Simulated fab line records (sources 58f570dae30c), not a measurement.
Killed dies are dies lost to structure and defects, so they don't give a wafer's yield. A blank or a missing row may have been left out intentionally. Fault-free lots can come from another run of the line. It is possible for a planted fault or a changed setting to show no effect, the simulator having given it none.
Which tool was responsible? :: flow berkeley-cmos170 :: Sampling: 7 lots, 21 wafers, 2 of 331 route steps

== WHAT THE GAUGES READ, wafer by wafer ==
UCB170_M3_BOW_MEAS_20.
lot: L825
measured: day 7 18:08
on: film-metro-04
M3_BOW (um): 33 36 39

lot: L827
measured: day 8 01:24
on: film-metro-04
M3_BOW (um): 50 32 29

lot: L828
measured: day 8 17:07
on: film-metro-04
M3_BOW (um): 48 38 38

lot: L833
measured: day 9 23:41
on: film-metro-01
M3_BOW (um): 27 38 45

lot: L836
measured: day 10 12:09
on: film-metro-02
M3_BOW (um): 41 40 40

lot: L840
measured: day 11 23:16
on: film-metro-04
M3_BOW (um): 40 35 34

lot: L846
measured: day 13 03:10
on: film-metro-02
M3_BOW (um): 38 28 35

== TOOL THAT RAN EACH LOT (tool first, then ch and the chambers of the sampled wafers, then the start) ==
lot: L825
UCB170_PVT_DEVELOP_05: litho-track-02 ch 0, day 5 12:00

lot: L827
UCB170_PVT_DEVELOP_05: litho-track-04 ch 0, day 5 21:00

lot: L828
UCB170_PVT_DEVELOP_05: litho-track-04 ch 0, day 6 12:00

lot: L833
UCB170_PVT_DEVELOP_05: litho-track-02 ch 0, day 7 12:00

lot: L836
UCB170_PVT_DEVELOP_05: litho-track-04, day 8 10:00

lot: L840
UCB170_PVT_DEVELOP_05: litho-track-01 ch 0, day 9 19:00

lot: L846
UCB170_PVT_DEVELOP_05: litho-track-02 ch 0, day 10 16:00
- UCB170_PVT_DEVELOP_05: develop time 45 s.

== THE ANSWER, worked out from the rows above alone ==
Rule: usual is defined by the lots themselves. The widest of any qualifying gaps counts: lots, ordered by their means at a reading, are off when they make up no more than a third of the lots, leave a main group of 4 or more, and stand apart from it by 3 or more times the standard deviation of that group's means. Not used: any main group whose means are identical at the precision the tables above print for the reading. Also off: a lot with no number at a reading for which 4 or more lots have one. Any other lot the step has rows for is counted as sound.
Nothing can be told from this: no lot is off at any reading shown.

== WHAT THE SIMULATOR PUT IN ==
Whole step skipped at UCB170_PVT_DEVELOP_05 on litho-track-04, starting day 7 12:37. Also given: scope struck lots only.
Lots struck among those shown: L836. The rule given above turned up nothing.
